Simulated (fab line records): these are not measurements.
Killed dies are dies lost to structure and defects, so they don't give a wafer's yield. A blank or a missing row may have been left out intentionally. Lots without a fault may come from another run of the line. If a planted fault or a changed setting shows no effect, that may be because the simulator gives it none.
Which tool is to blame? + flow berkeley_cmos170 + 14 lots, 42 wafers sampled, at 1 step of a route of 331

== WHAT THE GAUGES SHOWED, per wafer ==
No reading from a measuring or inspecting step in the record can be judged against a usual standard deviation.

== EACH LOT AND THE TOOL THAT RAN IT (in order: tool; ch and the chambers of the sampled wafers; start) ==
| lot  | UCB170_NLDD_EXPOSE_03             |
|------|-----------------------------------|
| L639 | krf_scanner-02 ch 0, day 5 17:32  |
| L638 | krf_scanner-01 ch 0, day 5 18:22  |
| L641 | krf_scanner-02 ch 0, day 6 08:20  |
| L643 | krf_scanner-01 ch 0, day 6 23:05  |
| L647 | krf_scanner-01 ch 0, day 7 08:59  |
| L644 | krf_scanner-01 ch 0, day 7 09:53  |
| L648 | krf_scanner-01 ch 0, day 7 16:47  |
| L645 | krf_scanner-01, day 7 17:46       |
| L649 | krf_scanner-01, day 7 18:10       |
| L650 | krf_scanner-02 ch 0, day 8 06:38  |
| L651 | krf_scanner-01 ch 0, day 8 15:16  |
| L659 | krf_scanner-01 ch 0, day 10 05:44 |
| L658 | krf_scanner-02 ch 0, day 10 06:06 |
| L660 | krf_scanner-01 ch 0, day 10 20:19 |
- UCB170_NLDD_EXPOSE_03: exposes mask NSELECT, target cd 1200 nm.

== AS READ BY THE TOOLS THEMSELVES (means over the sampled wafers that have a number; for cases with no such wafer, the mark the record gives instead) ==
UCB170_NLDD_EXPOSE_03. Usual: exposure_dose_mJ_cm2 29.976, standard deviation 0.029; focus_offset_nm 0.1 nm, standard deviation 0.55.
| lot  | tool           | exposure_dose_mJ_cm2 | focus_offset_nm (nm) | flag |
|------|----------------|----------------------|----------------------|------|
| L639 | krf_scanner-02 | 29.989               | 0.7                  |      |
| L638 | krf_scanner-01 | 29.980               | 0.5                  |      |
| L641 | krf_scanner-02 | 29.983               | 0.2                  |      |
| L643 | krf_scanner-01 | 29.957               | 0.1                  |      |
| L647 | krf_scanner-01 | 29.975               | 0.1                  |      |
| L644 | krf_scanner-01 | 29.976               | 0.1                  |      |
| L648 | krf_scanner-01 | 29.941               | 0.3                  |      |
| L645 | krf_scanner-01 | -                    | -                    | OFF  |
| L649 | krf_scanner-01 | -                    | -                    | OFF  |
| L650 | krf_scanner-02 | 29.961               | 0.3                  |      |
| L651 | krf_scanner-01 | 30.000               | -0.1                 |      |
| L659 | krf_scanner-01 | 29.985               | 0.3                  |      |
| L658 | krf_scanner-02 | 30.022               | 0.5                  |      |
| L660 | krf_scanner-01 | 29.975               | 1.4                  |      |

== THE ANSWER, worked out from the rows above alone ==
Rule: take the mean of a lot's wafers that have a number; if it is more than 3 standard deviations from the usual mean, the lot is off. A lot without any number at a reading at which 4 lots or more have one is off too. The other lots that the step has rows for count as sound. After the gauges, taken in route order, come the tools' own readings; for these a lot's mean is taken, as printed above. At the first step where some lot is off, the reading lying furthest off is the one used; lots without a number count as furthest.
Off at UCB170_NLDD_EXPOSE_03 (exposure_dose_mJ_cm2): L645, L649. Without a number there: L645, L649.
If a tool, at that step or one of the process steps before it, ran each lot that is off and ran no sound lot following the first of them, it fits. Of those tried, none fits.

== WHAT THE SIMULATOR HAD PUT IN ==
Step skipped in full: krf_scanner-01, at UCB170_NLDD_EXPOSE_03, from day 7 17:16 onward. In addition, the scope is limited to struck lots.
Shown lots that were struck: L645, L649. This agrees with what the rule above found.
